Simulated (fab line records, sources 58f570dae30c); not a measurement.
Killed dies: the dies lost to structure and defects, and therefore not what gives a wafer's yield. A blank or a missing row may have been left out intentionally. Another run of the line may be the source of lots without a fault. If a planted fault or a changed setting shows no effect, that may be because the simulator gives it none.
Which tool was responsible?    flow berkeleyCmos170    7 lots, 21 wafers sampled, at 4 steps of a route of 331

## WHAT THE GAUGES READ, wafer by wafer
UCB170_M2_RS_MEAS_02: the measuring method here is four-point-probe.
lot   measured      on            M2_AL_RS (ohm/sq)
L605  day 9 00:05   filmMetro-03  0.0335 0.0337 0.0334
L608  day 9 08:35   filmMetro-03  0.0322 0.0322 0.0325
L610  day 10 13:44  filmMetro-03  0.0325 0.0317 0.0321
L611  day 10 13:42  filmMetro-04  0.0328 0.0325 0.0320
L616  day 11 17:25  filmMetro-04  0.0329 0.0327 0.0328
L618  day 12 05:04  filmMetro-04  0.0706 0.0718 0.0714
L626  day 14 04:32  filmMetro-04  0.0314 0.0319 0.0311

## TOOL THAT RAN EACH LOT (tool first, then ch and the chambers of the sampled wafers, then the start)
lot   UCB170_CONTACT_STRIP_19              UCB170_V1_CVD_00                 UCB170_M2_SPUTTER_01
L605  plasmaAsher-02 ch 0,1, day 8 18:10   pecvd-02 ch 0,1, day 8 21:33     pvdSputter-01, day 9 00:01
L608  plasmaAsher-03 ch 0,1, day 9 02:32   pecvd-02 ch 0,1, day 9 06:01     pvdSputter-01, day 9 08:29
L610  plasmaAsher-03 ch 0,1, day 10 04:14  pecvd-01 ch 0,2, day 10 08:47    pvdSputter-04, day 10 13:37
L611  plasmaAsher-03 ch 0,1, day 10 05:13  pecvd-02 ch 0,2, day 10 10:07    pvdSputter-02, day 10 13:37
L616  plasmaAsher-03 ch 0,1, day 11 10:17  pecvd-02 ch 0,1,2, day 11 14:53  pvdSputter-01, day 11 17:16
L618  plasmaAsher-02 ch 0,1, day 11 19:50  pecvd-01 ch 0,2, day 12 00:49    pvdSputter-01, day 12 04:59
L626  plasmaAsher-03 ch 1, day 13 19:37    pecvd-02 ch 1,2, day 13 23:41    pvdSputter-04, day 14 04:27
- UCB170_CONTACT_STRIP_19: strips in O2.
- UCB170_V1_CVD_00: deposits SiO2 from TEOS/O2, target thk 2000 nm, time 250 s.
- UCB170_M2_SPUTTER_01: material Al, target thk 900 nm, time 120 s.

## THE ANSWER, worked out from the rows above alone
Rule: usual is defined by the lots themselves. The widest of any qualifying gaps counts: lots, ordered by their means at a reading, are off when they make up no more than a third of the lots, leave a main group of 4 or more, and stand apart from it by 3 or more times the standard deviation of that group's means. A main group is skipped when, at the precision printed for the reading in the tables above, its means are all equal. A lot without any number at a reading at which 4 lots or more have one is off too. Where the step has rows for the other lots, those lots are counted as sound.
Off: at UCB170_M2_RS_MEAS_02 (M2_AL_RS), L618. The main group has a mean of 0.0324 ohm/sq with a standard deviation of 0.00063.
A tool fits if, at a process step before that reading, it ran every lot that is off, and no sound lot after the first of them. The gauges at UCB170_M2_RS_MEAS_02 are tried like those tools. Can't be told from this: 3 tools fit, plasmaAsher-02 at UCB170_CONTACT_STRIP_19, pecvd-01 at UCB170_V1_CVD_00, pvdSputter-01 at UCB170_M2_SPUTTER_01.

## WHAT THE SIMULATOR PUT IN
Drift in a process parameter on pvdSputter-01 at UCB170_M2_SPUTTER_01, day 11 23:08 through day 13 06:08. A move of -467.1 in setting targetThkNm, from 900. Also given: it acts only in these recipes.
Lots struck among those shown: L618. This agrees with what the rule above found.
